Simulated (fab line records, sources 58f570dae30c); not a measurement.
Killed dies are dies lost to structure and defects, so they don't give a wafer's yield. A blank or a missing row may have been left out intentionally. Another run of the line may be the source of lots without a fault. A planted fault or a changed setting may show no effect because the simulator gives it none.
Problem report, 8D (eight disciplines) form, completed by code -- flow berkeleyCmos170 -- the parts of the form that need people (team, actions taken, sign-off) are left out

1. WHAT IS WRONG
Mean PVT_TW at UCB170_PVT_TW_MEAS_09: 546 over 6 wafers in 2 lots; fault-free wafers: 508, standard deviation 3.8. That puts it +9.9 standard deviations away from the usual mean.
First observed at day 8 07:38: wafer L635.2, on filmMetro-01. At this step, 42 wafers from 14 lots have a number in the record. The rule behind "out" and "out of limits": a value lying over 4 standard deviations away from the usual mean. The other wafers with a number count as sound.

2. WHAT IT IS; WHAT IT IS NOT
question,is,is not
which readings at this step,PVT_TW,-
which lots,"L635, L638","L621, L622, L624, L625, L626, L627, L628, L631, L632, L639, L640, L642"
which wafers of those lots,all that have a number,-
read on which gauges,"filmMetro-01, filmMetro-02",filmMetro-04
when,from day 8 07:38,"up to then (27 sound wafers); but 9 sound wafers of L639, L640, L642 came after"

3. SUSPECTS, AND WHAT RULES EACH OUT
Counting: any tool at a process step up to the reading is kept as a suspect provided that every lot that is out went through it and no sound lot did after the first of them.
- the gauge at UCB170_PVT_TW_MEAS_09 has been ruled out. Those wafers that are out were read across 2 gauges (filmMetro-01, filmMetro-02).
- rieDiel-03 at UCB170_ZERO_ETCH_06 (etches SiO2 in CHF3/CF4/Ar, time 12 s): ruled out as a lasting fault. The sound lots L639 went through it after L635, its earliest lot that is out (day 4 20:30).
- implanter-03 at UCB170_PVT_IMPLANT_07: kept. All lots that are out passed through it, beginning with L635 at day 8 07:23, and no sound lot followed; its final sound lot before that point was L628 at day 6 23:06. Its own beamEnergyKeV readings are out on those wafers.
Remaining after the count: implanter-03 at UCB170_PVT_IMPLANT_07.

4. THE CAUSE (what the simulator had put in)
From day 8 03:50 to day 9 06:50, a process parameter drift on implanter-03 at UCB170_PVT_IMPLANT_07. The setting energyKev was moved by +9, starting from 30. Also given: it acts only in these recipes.
Only this tool survived the counting.

5. THE EFFECT CHAIN, in route order
Rows list readings where the struck wafers' mean (over those with a number) sits beyond 3 standard deviations from the usual. Scope: only readings with a usual standard deviation given in the record; hours: median across lots of the time from each lot's start at the first step in this table that gives one to its start at this step; sigmas: change in usual standard deviations.
hours,step,reading,usual,on struck wafers,change,sigmas
0,UCB170_PVT_IMPLANT_07,beamEnergyKeV,30.000,39.015,+9.015,+99 or more
0,UCB170_PVT_TW_MEAS_09,PVT_TW,508,546,+38,+9.9
Here are the process steps it includes:
- UCB170_PVT_IMPLANT_07

6. HOW IT WOULD HAVE BEEN CAUGHT EARLIER
4 hours passed between the start of the fault at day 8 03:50 and the first reading out of limits at a measuring or inspecting step in this record, taken at day 8 07:38.
The tool's own readings at UCB170_PVT_IMPLANT_07 were out on every struck wafer that the step has a row for (beamEnergyKeV): an alarm limit on them would have fired on the first of those.
Of the lots that are out (2), L638 began UCB170_PVT_IMPLANT_07 on implanter-03 after day 8 07:38. A tool hold placed at that time would have kept it from harm.
